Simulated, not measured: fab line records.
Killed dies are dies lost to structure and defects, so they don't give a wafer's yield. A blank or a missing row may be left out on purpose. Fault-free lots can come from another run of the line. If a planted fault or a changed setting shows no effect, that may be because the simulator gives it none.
fab line records -- flow berkeley-cmos170
record: lots: 14, wafers: 42, last-day: 12
route steps=331 shown NSD@191
lots with no fault: from the same line, run without faults
start-h: the number of hours between the record's first day and the start of the first shown wafer of the lot -- wait-h: hours elapsed since this lot's preceding step -- " identical to the entry in the row above -- L1.1+2: a row that stands for several wafers -- - no value, or no start was given -- * or withheld: withheld -- < > ~ a bound
route shown NAME@n: names a module that has steps shown in the file, with the first one's number in the route -- usual: mean/standard deviation of fault-free wafers -- same: alike in all rows -- chamber/n: place in a boat -- sites: per-site readings -- _std_site: standard deviation of those values -- _edge_site: mean of outer sites minus mean of inner sites -- radius-mm: for every site, how far away it sits from the centre of the wafer -- mask NAME#n: copy n -- behind: the last tool/chamber to shape the wafer -- hold: what put the lot on hold/how long, in hours/how the hold closed -- device: the transistor (n, p or np) that didn't switch -- end of line: the route-end tests of the same wafers -- a step without rows: its recipe alone -- killed: at the first sort, the dies lost to defects and structure; wafer yield is something else -- map: per-die view of a wafer (x killed, . not killed, _ where there is no die)
set.NAME: the setting the step ran with; set.NAME@STEP: the setting that earlier step ran with -- model.NAME: the simulator's own value behind a step, which no gauge read
route steps across a sampled set of lots; one table per step, one row per wafer
== steps ==
step: UCB170_NSD_PEB_04
recipe: peb-temp-c: 130, peb-time-s: withheld, resist: KrF
usual: heater-power-total-W: 56.80/0.044, plate-temp-C: 130.01/0.12
lot.wafer,tool,chamber,start-h,wait-h,heater-power-total-W,plate-temp-C
L625.2,litho-track-02,0,132.46,0.4,56.76,129.99
L625.3,litho-track-02,0,132.46,0.4,56.85,129.93
L625.4,litho-track-02,0,132.46,0.4,56.78,129.88
L629.1,litho-track-01,0,155.53,0.1,56.78,129.87
L629.4,litho-track-01,0,155.53,0.1,56.83,129.86
L629.5,litho-track-01,0,155.53,0.1,56.86,129.79
L627.2,litho-track-01,0,155.83,0.3,56.84,129.88
L627.4,litho-track-01,0,155.83,0.3,56.85,130.02
L627.6,litho-track-01,0,155.83,0.3,56.81,130.14
L630.1,litho-track-03,0,155.86,0.2,56.78,129.97
L630.4,litho-track-03,0,155.86,0.2,56.76,129.91
L630.6,litho-track-03,0,155.86,0.2,56.75,129.91
L632.2,litho-track-03,0,172.00,0.4,56.83,129.93
L632.4,litho-track-03,0,172.00,0.4,56.82,130.05
L632.6,litho-track-03,0,172.00,0.4,56.72,130.02
L631.2,litho-track-01,0,172.43,0.7,56.83,129.83
L631.4,litho-track-01,0,172.43,0.7,56.80,129.89
L631.5,litho-track-01,0,172.43,0.7,56.85,130.03
L633.1,litho-track-02,0,182.81,0.8,56.78,130.05
L633.2,litho-track-02,0,182.81,0.8,56.87,130.03
L633.4,litho-track-02,0,182.81,0.8,56.79,130.13
L636.1,litho-track-03,0,182.97,0.8,56.84,129.97
L636.3,litho-track-03,0,182.97,0.8,56.83,130.06
L636.6,litho-track-03,0,182.97,0.8,56.79,130.22
L637.3,litho-track-02,0,194.55,0.1,56.78,130.01
L637.5,litho-track-02,0,194.55,0.1,56.76,129.93
L637.6,litho-track-02,0,194.55,0.1,56.79,129.91
L639.2,litho-track-02,0,205.51,0.5,57.32,131.02
L639.3,litho-track-02,0,205.51,0.5,57.30,131.00
L639.6,litho-track-02,0,205.51,0.5,57.36,131.13
L640.1,litho-track-03,0,205.61,0.3,56.86,129.99
L640.3,litho-track-03,0,205.61,0.3,56.82,129.86
L640.6,litho-track-03,0,205.61,0.3,56.69,130.02
L641.4,litho-track-02,0,210.91,0.5,57.30,131.08
L641.5,litho-track-02,0,210.91,0.5,57.29,130.80
L641.6,litho-track-02,0,210.91,0.5,57.25,130.94
L642.2,litho-track-01,0,219.25,0.1,56.73,130.23
L642.4,litho-track-01,0,219.25,0.1,56.84,130.03
L642.5,litho-track-01,0,219.25,0.1,56.83,130.32
L648.1,litho-track-03,0,247.17,0.1,56.79,130.10
L648.3,litho-track-03,0,247.17,0.1,56.78,129.99
L648.6,litho-track-03,0,247.17,0.1,56.79,130.17
step: UCB170_NSD_CD_MEAS_06
recipe: target-cd-nm: 1200
usual: cd-nm: 1199.9/1.5
lot.wafer,tool,chamber,start-h,wait-h,cd-nm
L625.2,cd-sem-02,-,132.73,-,1199.2
L625.3,cd-sem-02,-,132.73,-,1200.0
L625.4,cd-sem-02,-,132.73,-,1198.7
L629.1,cd-sem-02,-,155.80,-,1201.1
L629.4,cd-sem-02,-,155.80,-,1202.2
L629.5,cd-sem-02,-,155.80,-,1200.2
L627.2,cd-sem-02,-,156.10,-,1198.2
L627.4,cd-sem-02,-,156.10,-,1199.1
L627.6,cd-sem-02,-,156.10,-,1196.3
L630.1,cd-sem-01,-,156.14,-,1198.2
L630.4,cd-sem-01,-,156.14,-,1199.0
L630.6,cd-sem-01,-,156.14,-,1198.2
L632.2,cd-sem-02,-,172.27,-,1199.0
L632.4,cd-sem-02,-,172.27,-,1199.2
L632.6,cd-sem-02,-,172.27,-,1197.1
L631.2,cd-sem-02,-,172.70,-,1199.4
L631.4,cd-sem-02,-,172.70,-,1199.8
L631.5,cd-sem-02,-,172.70,-,1199.2
L633.1,cd-sem-02,-,183.09,-,1201.1
L633.2,cd-sem-02,-,183.09,-,1202.5
L633.4,cd-sem-02,-,183.09,-,1201.5
L636.1,cd-sem-01,-,183.24,-,1200.8
L636.3,cd-sem-01,-,183.24,-,1202.1
L636.6,cd-sem-01,-,183.24,-,1200.1
L637.3,cd-sem-01,-,194.82,-,1201.0
L637.5,cd-sem-01,-,194.82,-,1202.8
L637.6,cd-sem-01,-,194.82,-,1201.4
L639.2,cd-sem-01,-,205.78,-,1205.0
L639.3,cd-sem-01,-,205.78,-,1206.4
L639.6,cd-sem-01,-,205.78,-,1204.8
L640.1,cd-sem-02,-,205.88,-,1198.6
L640.3,cd-sem-02,-,205.88,-,1200.5
L640.6,cd-sem-02,-,205.88,-,1200.9
L641.4,cd-sem-01,-,211.17,-,1207.3
L641.5,cd-sem-01,-,211.17,-,1206.0
L641.6,cd-sem-01,-,211.17,-,1205.8
L642.2,cd-sem-02,-,219.52,-,1200.9
L642.4,cd-sem-02,-,219.52,-,1198.7
L642.5,cd-sem-02,-,219.52,-,1199.2
L648.1,cd-sem-01,-,247.44,-,1198.9
L648.3,cd-sem-01,-,247.44,-,1198.4
L648.6,cd-sem-01,-,247.44,-,1201.1
== key ==
first-sign: step: UCB170_NSD_PEB_04, reading: heater-power-total-W, direction: up, sigmas: 11, usual: 56.80, struck: 57.30
effect: step: UCB170_NSD_PEB_04, reading: plate-temp-C, direction: up, sigmas: 8, usual: *, struck: *
effect: step: UCB170_NSD_CD_MEAS_06, reading: cd-nm, direction: up, sigmas: 3.9, usual: 1199.9, struck: 1205.9
met-at UCB170_NSD_PEB_04
struck-lots L639,L641
tester-left-out L639,L641
onset-between 194.55 205.51
fault: kind: process-parameter-drift, tool: litho-track-02, chamber: -, onset-h: 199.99, steps: UCB170_NSD_PEB_04, channel: peb-temp-c, offset: *, shape: step, end-h: 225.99, acts-in: *, stated: *
tester-left-out: of these lots the tester's yield and bins aren't shown, on N5 and GAA mostly nor the transistor test; their killed dies are dies lost to structure and defects alone, not to doping, threshold or leakage, so they don't give the yield
